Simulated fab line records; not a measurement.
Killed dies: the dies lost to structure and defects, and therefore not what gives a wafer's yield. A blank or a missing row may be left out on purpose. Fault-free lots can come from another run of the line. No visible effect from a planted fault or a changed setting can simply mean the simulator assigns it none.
Which tool did it? | flow berkeleyCmos170 | Sampling: 14 lots, 42 wafers, 3 of 331 route steps

## WHAT EACH GAUGE READ, for each wafer
UCB170_M1_CD_MEAS_90: target cd 700 nm.
lot  | measured     | on       | cdNm (nm)
L430 | day 8 05:58  | cdSem-02 | 700 701 699
L432 | day 8 13:52  | cdSem-01 | 697 698 698
L431 | day 8 14:36  | cdSem-02 | 706 707 707
L434 | day 9 04:59  | cdSem-01 | 701 698 701
L435 | day 9 06:19  | cdSem-02 | 697 696 697
L436 | day 9 16:53  | cdSem-01 | 708 707 705
L437 | day 9 17:26  | cdSem-01 | 701 696 702
L440 | day 10 03:35 | cdSem-01 | 702 702 699
L438 | day 10 04:55 | cdSem-02 | 700 695 695
L442 | day 10 22:20 | cdSem-02 | 700 702 702
L444 | day 11 13:27 | cdSem-01 | 684 687 684
L447 | day 12 00:04 | cdSem-02 | 681 685 686
L450 | day 12 01:10 | cdSem-01 | 703 701 704
L451 | day 12 17:17 | cdSem-01 | 708 705 705

## WHICH TOOL RAN EACH LOT (tool, then ch and the chambers of the sampled wafers, then the start)
lot  | UCB170_M1_METAL_ETCH_12          | UCB170_M1_STRIP_13
L430 | rieMetal-04 ch 1, day 8 05:30    | plasmaAsher-01 ch 0,1, day 8 05:52
L432 | rieMetal-01 ch 0,1, day 8 13:37  | plasmaAsher-04 ch 0,1, day 8 13:46
L431 | rieMetal-03 ch 0,1, day 8 14:20  | plasmaAsher-01 ch 0,1, day 8 14:29
L434 | rieMetal-04 ch 0,1, day 9 04:45  | plasmaAsher-03 ch 0,1, day 9 04:53
L435 | rieMetal-01 ch 0,1, day 9 06:05  | plasmaAsher-01 ch 0,1, day 9 06:12
L436 | rieMetal-03 ch 0,1, day 9 16:39  | plasmaAsher-03 ch 0,1, day 9 16:47
L437 | rieMetal-04 ch 0,1, day 9 17:12  | plasmaAsher-03 ch 0,1, day 9 17:20
L440 | rieMetal-01 ch 0,1, day 10 03:22 | plasmaAsher-04 ch 0,1, day 10 03:29
L438 | rieMetal-04 ch 0,1, day 10 04:41 | plasmaAsher-04 ch 0,1, day 10 04:49
L442 | rieMetal-03 ch 0,1, day 10 22:07 | plasmaAsher-03 ch 0,1, day 10 22:14
L444 | rieMetal-04 ch 0,1, day 11 13:13 | plasmaAsher-01 ch 0,1, day 11 13:21
L447 | rieMetal-04 ch 0,1, day 11 23:50 | plasmaAsher-04 ch 0,1, day 11 23:57
L450 | rieMetal-03 ch 0,1, day 12 00:56 | plasmaAsher-01 ch 0,1, day 12 01:04
L451 | rieMetal-03 ch 0,1, day 12 17:02 | plasmaAsher-03 ch 0,1, day 12 17:10
- UCB170_M1_METAL_ETCH_12: etches Al in Cl2/BCl3, stops on PSG, target depth 780 nm, time 130 s.
- UCB170_M1_STRIP_13: strips in O2.

## AS READ BY THE TOOLS THEMSELVES (means over the sampled wafers that have a number; for cases with no such wafer, the mark the record gives instead)
UCB170_M1_METAL_ETCH_12.
lot  | tool        | drypumpMotorCurrentA (A) | oesProductAu (a.u.) | runLengthS (s) | throttleValvePct (%)
L430 | rieMetal-04 | 5.9                      | 0.845               | 158.8          | 24.17
L432 | rieMetal-01 | 5.5                      | 0.837               | 158.6          | 24.16
L431 | rieMetal-03 | 5.9                      | 0.848               | 157.7          | 24.66
L434 | rieMetal-04 | 5.9                      | 0.868               | 159.0          | 24.22
L435 | rieMetal-01 | 5.3                      | 0.846               | 158.4          | 24.15
L436 | rieMetal-03 | 5.9                      | 0.857               | 158.1          | 24.66
L437 | rieMetal-04 | 5.9                      | 0.852               | 159.2          | 24.21
L440 | rieMetal-01 | 5.5                      | 0.843               | 158.7          | 24.16
L438 | rieMetal-04 | 5.9                      | 0.861               | 159.2          | 24.28
L442 | rieMetal-03 | 5.9                      | 0.864               | 157.7          | 24.66
L444 | rieMetal-04 | 5.9                      | 0.729               | 211.1          | 24.33
L447 | rieMetal-04 | 5.9                      | 0.725               | 210.9          | 24.30
L450 | rieMetal-03 | 5.9                      | 0.862               | 157.6          | 24.67
L451 | rieMetal-03 | 5.9                      | 0.859               | 157.5          | 24.67

UCB170_M1_STRIP_13.
lot  | tool           | drypumpMotorCurrentA (A) | o2FlowSccm (sccm) | oesProductAu (a.u.)
L430 | plasmaAsher-01 | 6.0                      | 400.2             | 0.721
L432 | plasmaAsher-04 | 5.8                      | 401.3             | 0.719
L431 | plasmaAsher-01 | 5.8                      | 399.0             | 0.721
L434 | plasmaAsher-03 | 6.2                      | 400.5             | 0.722
L435 | plasmaAsher-01 | 5.9                      | 400.5             | 0.715
L436 | plasmaAsher-03 | 6.5                      | 399.5             | 0.718
L437 | plasmaAsher-03 | 6.4                      | 400.6             | 0.718
L440 | plasmaAsher-04 | 5.7                      | 400.3             | 0.717
L438 | plasmaAsher-04 | 5.8                      | 401.7             | 0.718
L442 | plasmaAsher-03 | 6.4                      | 399.8             | 0.720
L444 | plasmaAsher-01 | 5.9                      | 400.7             | 0.594
L447 | plasmaAsher-04 | 5.8                      | 401.1             | 0.594
L450 | plasmaAsher-01 | 6.1                      | 401.1             | 0.719
L451 | plasmaAsher-03 | 6.5                      | 401.0             | 0.719

## THE ANSWER, worked out from the rows above alone
Rule: the lots themselves supply what counts as usual. Put in order of their means at a reading, lots are off if they are a third of the lots or fewer, leave a main group of 4 or more, and stand apart from it by a gap of 3 or more times the standard deviation of the main group's means; of several such gaps the widest counts. A main group is skipped when, at the precision printed for the reading in the tables above, its means are all equal. Also off: a lot with no number at a reading for which 4 or more lots have one. Any other lot the step has rows for is counted as sound. First the gauges in route order, then the tools' own readings, where a lot's mean is used as printed above. At the first step where some lot is off, the reading lying furthest off is the one used; lots without a number count as furthest.
Off: L444, L447 (UCB170_M1_CD_MEAS_90, cdNm). For the main group the mean is 701 nm and the standard deviation 3.5.
If a tool, at a process step before that reading, ran all the lots that are off and no sound lot after the first of them, it fits. Not tried: the gauges at UCB170_M1_CD_MEAS_90; whatever is off there is also off at UCB170_M1_METAL_ETCH_12, on other tools, and gauge error can't account for it. One candidate fits, namely rieMetal-04 at UCB170_M1_METAL_ETCH_12. A fault onset in the window from L438 (day 10 04:41, its last sound lot) to L444 (day 11 13:13, its first lot off) fits.
The tool's own readings at UCB170_M1_METAL_ETCH_12 bear it out: on the lots that are off they differ by more than 5 times the standard deviation of the sound lots' means. oesProductAu reads 0.727 a.u. there against 0.853 a.u. on the sound lots; runLengthS reads 211.0 s there against 158.4 s on the sound lots.

## WHAT THE SIMULATOR HAD PUT IN
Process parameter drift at UCB170_M1_METAL_ETCH_12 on rieMetal-04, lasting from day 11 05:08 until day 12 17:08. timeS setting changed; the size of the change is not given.
Struck lots among those shown: L444, L447. The rule above found the same.
